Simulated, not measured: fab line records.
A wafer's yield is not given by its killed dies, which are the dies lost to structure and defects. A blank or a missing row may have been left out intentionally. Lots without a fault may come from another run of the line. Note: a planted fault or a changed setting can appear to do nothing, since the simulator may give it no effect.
A struck lot beside a sound one	flow berkeley cmos170	43 out of 331 route steps
Sound: these wafers, L404.2, L404.4, L404.5. Wafers L413.2, L413.5, L413.6 were the ones struck. At the end, the cause is stated.
Per side, at each step with rows, come the tool, then ch with its chambers, and then its first start. Under that, the readings that differ: sound wafers	struck wafers	difference of the means	sigmas: that difference in standard deviations of wafers without a fault.
alike: a reading whose means differ by less than 2 such deviations, as well as words and numbers matching on both sides. not compared: withheld readings; readings where some wafer has no value; bounds like >300 that might hide an equal value; numbers whose values overlap and for which the record gives no deviation.
A row with sigmas, a row that says differs or no value, or rows on one side alone: a step with any of these is where the two part. When numbers do not overlap yet have no deviation, they are printed without sigmas and do not part them. A reading that every wafer of one side lacks parts them only if that side has two wafers or more.

first, 3 steps without rows for these wafers: UCB170_PVT_EXPOSE_03 (exposes mask NWELL, target cd 3000 nm); UCB170_PVT_PEB_04; UCB170_PVT_DEVELOP_05 (develop time 45 s).
UCB170_PVT_OVL_MEAS_06:
  struck on overlay-02, day 7 18:59; sound on overlay-01, day 5 10:56
  alike: PVT_OVL
then, 1 step without rows for these wafers: UCB170_PVT_IMPLANT_07.
UCB170_PVT_STRIP_08: strips in O2.
  sound on plasma asher-02 ch 0,1, day 5 11:07; struck on plasma asher-02 ch 0,1, day 7 19:10
  alike: drypump motor current A, oes product au, strip time to endpoint s
  not compared: rf hours counter h
UCB170_PVT_TW_MEAS_09:
  struck on film metro-04, day 7 19:16; sound on film metro-02, day 5 11:14
reading	sound	struck	difference	sigmas
PVT_TW	515 514 517	507 504 506	-10	-3
then, 1 step without rows for these wafers: UCB170_GATE_WET_ETCH_00 (etches SiO2 in dHF, time 200 s).
UCB170_FIELD_THK_MEAS_91:
  struck on film metro-04, day 7 19:24; sound on film metro-04, day 5 11:24
  alike: FIELD_OXIDE_LEFT_2_THK
then, 1 step without rows for these wafers: UCB170_GATE_OXIDATION_01 (target thk 6.6 nm, ox time 1800 s).
UCB170_GATE_THK_MEAS_02:
  struck on film metro-04, day 7 23:50; sound on film metro-01, day 5 14:19
  alike: GATE_OXIDE_THK
then, 1 step without rows for these wafers: UCB170_GATE_ANNEAL_03 (time 1800 s).
UCB170_GATE_CVD_04: deposits poly-Si from SiH4, time 1440 s, target thk 214 nm.
  sound on lpcvd-01 ch 0, day 5 19:16; struck on lpcvd-02 ch 1, day 8 05:37
reading	sound	struck	difference	sigmas
spike tc centre C (C)	612.1 611.9 611.3	622.0 624.6 623.5	+11.6	+8
zone power source pct (%)	12.6 12.8 12.8	11.0 11.0 10.8	-1.8	-3
model.poly-Si_of_GATE_CVD_04.thk nm (nm)	213.1 214.8 215.8	226.7 240 249.9	+24.3	
UCB170_GATE_THK_MEAS_05:
  struck on film metro-03, day 8 07:15; sound on film metro-03, day 5 20:41
reading	sound	struck	difference	sigmas
GATE_POLY_THK (nm)	213.1 214.8 215.9	226.9 239.9 249.8	+24.3	+12
  not compared: hold
then, 3 steps without rows for these wafers: UCB170_GATE_COAT_07 (resist thk 900 nm); UCB170_GATE_SOFTBAKE_08 (time 60 s); UCB170_GATE_EXPOSE_09 (exposes mask POLY, target cd 350 nm).
UCB170_GATE_PEB_10:
  sound on litho track-03 ch 0, day 5 22:05; struck on litho track-01 ch 0, day 8 10:17
reading	sound	struck	difference	sigmas
plate sensor t centre C (C)	131.43 131.42 131.41	131.41 131.39 131.39	-0.02	-2
  alike: heater power total W, plate sensor t edge C
then, 1 step without rows for these wafers: UCB170_GATE_DEVELOP_11 (develop time 45 s).
UCB170_GATE_CD_MEAS_12 targets a cd of 350 nm.
  struck on cd sem-01, day 8 10:37; sound on cd sem-02, day 5 22:22
  alike: cd nm
UCB170_GATE_OVL_MEAS_13:
  struck on overlay-02, day 8 10:45; sound on overlay-02, day 5 22:28
  alike: GATE_OVL
UCB170_GATE_ETCH_14: etches BARC in N2/H2.
  sound on rie diel-03 ch 0,2,3, day 5 22:30; struck on rie diel-01 ch 0,1,3, day 8 10:47
  alike: drypump motor current A, oes product au, throttle valve pct
UCB170_GATE_ETCH_15: etches poly-Si in HBr/Cl2, stops on SiO2, time 56.3 s, target depth 278.2 nm.
  sound on rie si-02 ch 1,3, day 5 22:32; struck on rie si-02 ch 0,1,2, day 8 10:49
reading	sound	struck	difference	sigmas
oes product au (a.u.)	0.813 0.828 0.832	0.842 0.887 0.918	+0.058	+4
model.etch.depth nm (nm)	213.1 214.8 215.8	226.7 240 249.9	+24.3	
model.GATE.feature depth nm (nm)	213.1 214.8 215.8	226.8 240 249.9	+24.3	
  alike: drypump motor current A, throttle valve pct
  not compared: rf hours counter h
UCB170_GATE_STRIP_16: strips in O2.
  sound on plasma asher-02 ch 0,1, day 5 22:35; struck on plasma asher-04 ch 0,1, day 8 10:52
  alike: drypump motor current A, oes product au
  not compared: rf hours counter h
UCB170_GATE_CD_MEAS_90 targets a cd of 350 nm.
  struck on cd sem-01, day 8 10:59; sound on cd sem-01, day 5 22:43
  alike: cd nm
then, 7 steps without rows for these wafers: UCB170_GATE_CLEAN_17 (cleans in SPM, time 600 s); UCB170_PLDD_HMDS_00 (prime time 60 s); UCB170_PLDD_COAT_01 (resist thk 900 nm); UCB170_PLDD_SOFTBAKE_02 (time 60 s); UCB170_PLDD_EXPOSE_03 (exposes mask PSELECT, target cd 1200 nm); UCB170_PLDD_PEB_04; UCB170_PLDD_DEVELOP_05 (develop time 45 s).
UCB170_PLDD_CD_MEAS_06 targets a cd of 1200 nm.
  struck on cd sem-02, day 8 12:21; sound on cd sem-02, day 6 00:40
  alike: cd nm
UCB170_PLDD_OVL_MEAS_07:
  struck on overlay-02, day 8 12:27; sound on overlay-02, day 6 00:46
  alike: PLDD_OVL
then, 2 steps without rows for these wafers: UCB170_PLDD_IMPLANT_08; UCB170_PLDD_IMPLANT_09.
UCB170_PLDD_STRIP_10: strips in O2.
  sound on plasma asher-01 ch 0,1, day 6 01:06; struck on plasma asher-04 ch 0,1, day 8 12:55
  alike: drypump motor current A, oes product au, strip time to endpoint s
  not compared: rf hours counter h
UCB170_PLDD_TW_MEAS_11:
  struck on film metro-01, day 8 13:04; sound on film metro-03, day 6 01:13
  alike: PLDD_TW
then, 3 steps without rows for these wafers: UCB170_PLDD_CLEAN_12 (cleans in SPM, time 600 s); UCB170_NLDD_HMDS_00 (prime time 60 s); UCB170_NLDD_COAT_01 (resist thk 900 nm).
UCB170_SILICIDE_PRE_CLEAN_00: preclean etch time 60 s.
  struck on pvd sputter-02, day 8 23:15; sound on pvd sputter-01, day 6 16:30
reading	sound	struck	difference	sigmas
model.poly-Si_of_GATE_CVD_04.thk nm (nm)	206.2 207.9 208.9	219.9 233.2 243	+24.4	
then, 1 step without rows for these wafers: UCB170_M3_PROBE_99.

== WHERE THEY PART ==
Earliest at UCB170_PVT_TW_MEAS_09; latest, in this record, at UCB170_GATE_ETCH_15. Later steps at which nothing parts them and some readings are alike: UCB170_GATE_STRIP_16, UCB170_GATE_CD_MEAS_90, UCB170_PLDD_CD_MEAS_06, UCB170_PLDD_OVL_MEAS_07, UCB170_PLDD_STRIP_10, UCB170_PLDD_TW_MEAS_11.

WHY: what had been put in by the simulator
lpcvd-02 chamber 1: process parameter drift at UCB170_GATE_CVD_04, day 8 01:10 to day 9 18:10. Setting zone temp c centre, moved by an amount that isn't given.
